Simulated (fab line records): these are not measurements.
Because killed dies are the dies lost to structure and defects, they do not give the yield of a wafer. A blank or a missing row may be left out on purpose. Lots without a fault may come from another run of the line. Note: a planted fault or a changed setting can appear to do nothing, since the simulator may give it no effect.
A struck lot beside a sound one / flow berkeley cmos170 / 23 out of 331 route steps
Sound: wafers L755.2, L755.5, L755.6. Wafers L754.3, L754.4, L754.6 were the ones struck. The cause is given at the end.
Each step with rows lists, per side, the tool, then ch with its chambers, then its first start. Under that, the readings that differ: sound wafers / struck wafers / difference of the means / sigmas: that difference in standard deviations of wafers without a fault.
alike: readings whose means differ by less than 2 such deviations, and words and numbers that are the same on both sides. not compared: withheld readings, readings that some wafer has no value for, bounds like >300 that may hide the same value, and numbers for which the record gives no deviation and whose values overlap.
Wherever a step has rows on one side only, a row that says differs or no value, or a row with sigmas, the two part there. Numbers that don't overlap but have no deviation are shown without sigmas and don't part them. A reading missing from all wafers of one side parts the sides only when that side holds two or more wafers.

first, 1 step without rows for these wafers: UCB170_CONTACT_DEVELOP_14 (develop time 45 s).
UCB170_CONTACT_CD_MEAS_15: the cd target is 700 nm.
  sound: cd sem-02 at day 8 08:07; struck: cd sem-02 at day 8 07:44
  alike: cd nm
UCB170_CONTACT_OVL_MEAS_16:
  sound: overlay-02 at day 8 08:14; struck: overlay-02 at day 8 07:50
  alike: CONTACT_OVL
UCB170_CONTACT_ETCH_17: etches BARC in N2/H2.
  sound on rie diel-03 ch 1,2, day 8 08:16; struck on rie diel-04 ch 0,1,2, day 8 07:52
  alike: drypump motor current A, oes product au, throttle valve pct
UCB170_CONTACT_ETCH_18: etches PSG in CHF3/CF4/Ar, stops on TiSi2, target depth 840 nm, time 195 s.
  sound: rie diel-03 ch 1,2; struck: rie diel-04 ch 0,1,2
reading=oes product au (a.u.); sound=0.915 0.910 0.908; struck=0.875 0.898 0.869; difference=-0.030; sigmas=-2
  alike: drypump motor current A, throttle valve pct
  not compared: rf hours counter h
UCB170_CONTACT_STRIP_19: strips in O2.
  sound on plasma asher-02 ch 0,1, day 8 08:26; struck on plasma asher-04 ch 0,1, day 8 08:04
  alike: drypump motor current A, oes product au
  not compared: rf hours counter h
UCB170_CONTACT_CD_MEAS_90: the cd target is 700 nm.
  sound: cd sem-02 at day 8 08:43; struck: cd sem-02 at day 8 08:16
  alike: cd nm
then, 2 steps without rows for these wafers: UCB170_CONTACT_CLEAN_20 (cleans in SPM, time 600 s); UCB170_M1_SPUTTER_00 (material Al, target thk 600 nm, time 80 s).
UCB170_M1_RS_MEAS_01: the measuring method here is four-point-probe.
  sound: film metro-01 at day 8 09:05; struck: film metro-02 at day 8 08:37
  alike: M1_AL_RS
UCB170_M1_THK_MEAS_02: measures by xrf.
  sound: film metro-01 at day 8 09:11; struck: film metro-02 at day 8 08:43
  alike: M1_AL_THK
following that, these wafers have no rows for 1 step: UCB170_M1_COAT_03.
UCB170_M1_COAT_04: resist thk 900 nm.
  sound on litho track-02 ch 0, day 8 09:00; struck on litho track-03 ch 0, day 8 08:00
reading=spin speed rpm (rpm); sound=1497.6 1499.4 1500.1; struck=1756.4 1755.0 1755.4; difference=+256.6; sigmas=+99 or more
reading=model.KrF_of_M1_COAT_04.thk nm (nm); sound=900.2 898.4 897.8; struck=833.1 834.6 834.1; difference=-64.9; sigmas=
then, 4 steps without rows for these wafers: UCB170_M1_SOFTBAKE_05 (time 60 s); UCB170_M1_EXPOSE_06 (exposes mask METAL1, target cd 700 nm); UCB170_M1_PEB_07; UCB170_M1_DEVELOP_08 (develop time 45 s).
UCB170_M1_CD_MEAS_09: the cd target is 700 nm.
  sound: cd sem-01 at day 8 10:14; struck: cd sem-02 at day 8 09:38
reading=cd nm (nm); sound=701.4 701.4 702.2; struck=699.1 697.9 698.2; difference=-3.3; sigmas=-3
UCB170_M1_OVL_MEAS_10:
  sound: overlay-02 at day 8 10:20; struck: overlay-02 at day 8 09:44
  alike: M1_OVL
UCB170_M1_ETCH_11: etches BARC in N2/H2.
  sound on rie diel-02 ch 0,1, day 8 10:22; struck on rie diel-01 ch 0,2, day 8 09:46
  alike: drypump motor current A, oes product au, throttle valve pct
UCB170_M1_METAL_ETCH_12: etches Al in Cl2/BCl3, stops on PSG, target depth 780 nm, time 130 s.
  sound on rie metal-02 ch 0, day 8 10:27; struck on rie metal-03 ch 0,1, day 8 09:50
reading=he backside leak sccm (sccm); sound=3.2 3.2 3.3; struck=6.2 3.4 3.5; difference=+1.1; sigmas=+3
reading=oes product au (a.u.); sound=0.849 0.839 0.841; struck=0.856 0.862 0.865; difference=+0.018; sigmas=+2
reading=model.KrF_of_M1_COAT_04.thk nm (nm); sound=412.9 417.2 416.4; struck=380.5 375.2 373.2; difference=-39.2; sigmas=
  alike: drypump motor current A, throttle valve pct
  not compared: rf hours counter h
UCB170_M1_STRIP_13: strips in O2.
  sound on plasma asher-03 ch 0,1, day 8 10:40; struck on plasma asher-01 ch 0,1, day 8 09:58
  alike: drypump motor current A, oes product au
  not compared: rf hours counter h
UCB170_M3_PROBE_99:
  the record has rows for the struck wafers here (prober-02, day 9 05:26) and none for the sound ones

== WHERE THEY PART ==
First at UCB170_CONTACT_ETCH_18; last, within this record, at UCB170_M3_PROBE_99.

WHY: what the simulator had put in
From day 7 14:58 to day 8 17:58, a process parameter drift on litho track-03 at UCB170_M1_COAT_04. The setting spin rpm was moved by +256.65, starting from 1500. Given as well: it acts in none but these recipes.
